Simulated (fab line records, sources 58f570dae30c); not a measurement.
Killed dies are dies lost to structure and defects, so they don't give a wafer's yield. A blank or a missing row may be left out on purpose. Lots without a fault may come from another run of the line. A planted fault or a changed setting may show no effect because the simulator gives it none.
fab line records | flow berkeley_cmos170
record lots=6 wafers=18 last_day=12
route steps=331 shown SILICIDE@212 CONTACT@216
lots that met no fault: from a run of the same line without faults
start_h: hours from the record's first day to the start of the lot's first wafer shown | wait_h: hours since the lot's step before | " the same as in the row above | L1.1+2: a row that stands for several wafers | - no value, or no start given | * or withheld: withheld | < > ~ a bound
route shown NAME@n: a module of which the file shows steps, and the number in the route of the first | usual: mean/standard deviation of fault-free wafers | same: alike in all rows | chamber/n: place in a boat | sites: the reading at each site | _std_site: their standard deviation | _edge_site: outer sites' mean less inner sites' | radius_mm: how far each site lies from the wafer's centre | mask NAME#n: copy n | behind: the tool/chamber that last shaped the wafer | hold: why the lot was held/for how many hours/how that ended | device: the transistor (n, p or np) that didn't switch | end of line: the same wafers' tests at the end of the route | a step without rows: its recipe alone | killed: dies lost to structure and defects at the first sort, not the wafer's yield | map: a wafer's dies, x killed, . not, _ none there
set.NAME: the setting as run; set.NAME@STEP: as run at that earlier step | model.NAME: the simulator's own value behind a step, which no gauge read
lots at some steps of the route; a table a step, a row a wafer
services: from which hour (start_h, from the record's first day; less than 0 if before it) a tool's chamber was out of use, for how many hours, and why
## steps
# step UCB170_SILICIDE_RS_MEAS_02
# recipe thk_meas_gauge=four-point-probe reads=Ti_of_SILICIDE_SPUTTER_01
# usual SILICIDE_TI_RS=26.3/0.35
# columns lot.wafer tool chamber start_h wait_h SILICIDE_TI_RS[ohm/sq]
L576.3 film_metro-04 - 146.29 0.1 26.2
L576.4 " - " " 26.2
L576.5 " - " " 26.4
L578.2 film_metro-04 - 163.52 0.0 26.0
L578.3 " - " " 26.2
L578.5 " - " " 26.5
L577.1 film_metro-04 - 163.95 0.0 26.1
L577.5 " - " " 26.2
L577.6 " - " " 26.4
L586.2 film_metro-01 - 225.06 0.0 26.5
L586.3 " - " " 26.8
L586.6 " - " " 26.4
L591.3 film_metro-01 - 250.31 0.1 26.0
L591.5 " - " " 25.8
L591.6 " - " " 26.1
L593.1 film_metro-03 - 251.34 0.0 26.3
L593.2 " - " " 26.6
L593.4 " - " " 26.0
# step UCB170_SILICIDE_THK_MEAS_03
# recipe thk_meas_gauge=xrf reads=Ti_of_SILICIDE_SPUTTER_01
# usual SILICIDE_TI_THK=29.6/0.37
# columns lot.wafer tool chamber start_h wait_h SILICIDE_TI_THK[nm]
L576.3 film_metro-04 - 146.39 0.1 29.8
L576.4 " - " " 29.9
L576.5 " - " " 29.5
L578.2 film_metro-04 - 163.63 0.1 30.1
L578.3 " - " " 29.8
L578.5 " - " " 29.5
L577.1 film_metro-04 - 164.07 0.1 29.8
L577.5 " - " " 29.8
L577.6 " - " " 29.5
L586.2 film_metro-01 - 225.17 0.1 29.7
L586.3 " - " " 29.3
L586.6 " - " " 29.8
L591.3 film_metro-01 - 250.41 0.1 29.8
L591.5 " - " " 30.1
L591.6 " - " " 29.7
L593.1 film_metro-03 - 251.46 0.1 29.4
L593.2 " - " " 29.2
L593.4 " - " " 29.6
# step UCB170_SILICIDE_RTA_04
# recipe temp_c=650 time_s=15 ambient=N2
# usual anneal_temp_c_max=654.0/0.8 chamber_o2_ppm=2.002/0.019 lamp_power_pct=10.3/0.47 wafer_temp_C_max=652.3/0.68
# columns lot.wafer tool chamber start_h wait_h anneal_temp_c_max chamber_o2_ppm lamp_power_pct wafer_temp_C_max
L576.3 rtp_anneal-02 0 146.45 0.1 653.9 1.971 10.8 652.3
L576.4 " 0 " " 654.9 1.997 10.7 652.0
L576.5 " 0 " " 654.5 2.023 10.8 652.0
L578.2 rtp_anneal-01 0 163.69 0.1 652.3 1.983 9.8 652.6
L578.3 " 0 " " 653.4 2.021 9.8 652.9
L578.5 " 0 " " 653.5 2.008 9.8 652.3
L577.1 rtp_anneal-02 0 164.13 0.1 653.7 1.988 10.8 651.2
L577.5 " 0 " " 654.5 1.989 10.8 651.2
L577.6 " 0 " " 652.1 1.974 10.7 651.5
L586.2 rtp_anneal-02 0 225.23 0.1 653.1 1.983 10.7 652.0
L586.3 " 0 " " 654.4 2.016 10.8 652.2
L586.6 " 0 " " 655.5 1.971 10.8 651.8
L591.3 rtp_anneal-02 0 250.47 0.1 655.0 2.018 10.7 651.6
L591.5 " 0 " " 656.3 2.012 10.8 652.2
L591.6 " 0 " " 654.3 2.001 10.7 651.8
L593.1 rtp_anneal-02 0 251.52 0.1 656.3 2.018 10.8 652.1
L593.2 " 0 " " 654.6 2.023 10.7 651.7
L593.4 " 0 " " 653.8 2.024 10.8 651.8
# step UCB170_SILICIDE_WET_ETCH_05
# recipe chemistry=SPM time_s=45 temp_c=120 target=Ti
# step UCB170_CONTACT_CLEAN_00
# recipe chemistry=SPM temp_c=120 time_s=600
# step UCB170_CONTACT_CVD_01
# recipe material=PSG target_thk_nm=700 temp_c=450 precursor=SiH4/O2/PH3 time_s=2820 pressure_mtorr=300 sih4_flow_sccm=60 o2_flow_sccm=90 ph3_flow_sccm=25
# step UCB170_CONTACT_THK_MEAS_02
# recipe reads=PSG_of_CONTACT_CVD_01
# usual CONTACT_PSG_THK=700/7.1
# columns lot.wafer tool chamber start_h wait_h CONTACT_PSG_THK[nm]
L576.3 film_metro-01 - 148.50 0.0 703
L576.4 " - " " 705
L576.5 " - " " 708
L578.2 film_metro-04 - 165.74 0.0 714
L578.3 " - " " 706
L578.5 " - " " 711
L577.1 film_metro-01 - 166.18 0.0 701
L577.5 " - " " 702
L577.6 " - " " 706
L586.2 film_metro-02 - 227.30 0.0 705
L586.3 " - " " 700
L586.6 " - " " 698
L591.3 film_metro-01 - 254.20 0.0 708
L591.5 " - " " 698
L591.6 " - " " 700
L593.1 film_metro-01 - 254.24 0.1 708
L593.2 " - " " 710
L593.4 " - " " 709
# step UCB170_CONTACT_HMDS_03
# recipe prime_time_s=60 prime_temp_c=100
# step UCB170_CONTACT_COAT_04
# recipe resist=KrF spin_rpm=1500 resist_thk_nm=900
# step UCB170_CONTACT_SOFTBAKE_05
# recipe resist=KrF temp_c=130 time_s=60
# step UCB170_CONTACT_STRIP_06
# recipe chemistry=O2 power_w=400 pressure_mtorr=3500 platen_temp_c=withheld o2_flow_sccm=400 overash_fraction=0.5
# usual drypump_motor_current_A=5.5/0.65 oes_product_au=0.734/0.0047 strip_time_to_endpoint_s=21.97/0.062
# columns lot.wafer tool chamber start_h wait_h drypump_motor_current_A oes_product_au rf_hours_counter_h strip_time_to_endpoint_s
L576.3 plasma_asher-02 0 149.17 0.1 5.3 0.737 - 21.98
L576.4 " 1 " " 6.5 0.740 - 22.04
L576.5 " 1 " " 6.5 0.734 - 21.99
L578.2 plasma_asher-01 0 166.24 0.1 5.1 0.741 37 21.92
L578.3 " 1 " " 4.9 0.736 - 21.91
L578.5 " 0 " " 5.1 0.731 - 21.85
L577.1 plasma_asher-04 1 166.69 0.1 6.3 0.736 47 21.96
L577.5 " 0 " " 5.0 0.738 - 22.01
L577.6 " 1 " " 6.3 0.734 - 21.99
L586.2 plasma_asher-02 1 227.80 0.1 6.5 0.724 54 21.90
L586.3 " 1 " " 6.5 0.735 - 21.94
L586.6 " 0 " " 5.3 0.737 - 21.94
L591.3 plasma_asher-04 0 254.72 0.1 5.0 0.730 - 22.06
L591.5 " 1 " " 6.3 0.733 - 21.99
L591.6 " 0 " " 5.0 0.735 - 22.03
L593.1 plasma_asher-04 1 255.14 0.1 6.3 0.734 55 22.05
L593.2 " 0 " " 5.0 0.739 55 22.06
L593.4 " 1 " " 6.3 0.731 - 21.99
# step UCB170_CONTACT_CLEAN_07
# recipe chemistry=SPM temp_c=120 time_s=600
# step UCB170_CONTACT_RTA_08
# recipe temp_c=900 time_s=10 ambient=N2
# usual anneal_temp_c_max=905.6/1.2 chamber_o2_ppm=2.003/0.021 lamp_power_pct=24.0/1.1 wafer_temp_C_max=903.2/0.92
# columns lot.wafer tool chamber start_h wait_h anneal_temp_c_max chamber_o2_ppm lamp_power_pct wafer_temp_C_max
L576.3 rtp_anneal-01 0 149.47 0.0 906.9 1.992 22.9 904.2
L576.4 " 0 " " 905.8 1.987 22.9 903.0
L576.5 " 0 " " 906.0 1.989 22.9 903.1
L578.2 rtp_anneal-01 - 166.53 0.0 - - - -
L578.3 " - " " - - - -
L578.5 " - " " - - - -
L577.1 rtp_anneal-01 - 166.97 0.0 - - - -
L577.5 " - " " - - - -
L577.6 " - " " - - - -
L586.2 rtp_anneal-01 0 230.59 0.0 904.4 1.949 22.9 905.1
L586.3 " 0 " " 905.5 2.005 22.9 904.8
L586.6 " 0 " " 905.4 1.977 22.9 904.5
L591.3 rtp_anneal-01 0 255.84 0.0 904.3 2.002 23.0 904.1
L591.5 " 0 " " 904.6 1.994 22.9 903.1
L591.6 " 0 " " 905.7 2.022 22.9 904.0
L593.1 rtp_anneal-02 0 255.89 0.1 908.7 2.026 25.1 903.0
L593.2 " 0 " " 905.9 2.012 25.1 902.8
L593.4 " 0 " " 904.9 1.998 25.1 902.4
# step UCB170_CONTACT_COAT_09
# recipe resist=BARC temp_c=withheld time_s=withheld spin_rpm=3000 resist_thk_nm=withheld
## services
# columns tool chamber start_h hours kind
rtp_anneal-02 - 166.72 3.9 pm
plasma_asher-04 - 203.48 2.8 pm
plasma_asher-04 - 212.69 0.3 repair
plasma_asher-02 - 252.50 0.7 repair
## key
first_sign step=UCB170_CONTACT_RTA_08 reading=tool_record direction=missing
effect none on later readings
met_at UCB170_CONTACT_RTA_08
struck_wafers L577.1,L577.5,L577.6,L578.2,L578.3,L578.5
later_rows_left_out L577.1,L577.5,L577.6,L578.2,L578.3,L578.5
sort_left_out L577.1,L577.5,L577.6,L578.2,L578.3,L578.5
tester_left_out L577,L578
onset_between 149.47 166.53
fault kind=skipped_step_whole tool=rtp_anneal-01 chamber=- onset_h=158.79 steps=UCB170_CONTACT_RTA_08 scope=struck_lots_only
# tester_left_out: of these lots the tester's yield and bins aren't shown, on N5 and GAA mostly nor the transistor test; their killed dies are dies lost to structure and defects alone, not to doping, threshold or leakage, so they don't give the yield
# sort_left_out: the simulated sort isn't trusted on such a fault, so these wafers' sort isn't shown, and their yield isn't known
# later_rows_left_out: the simulator's readings of these wafers behind a module that went badly wrong aren't trusted and aren't shown, but for the sort
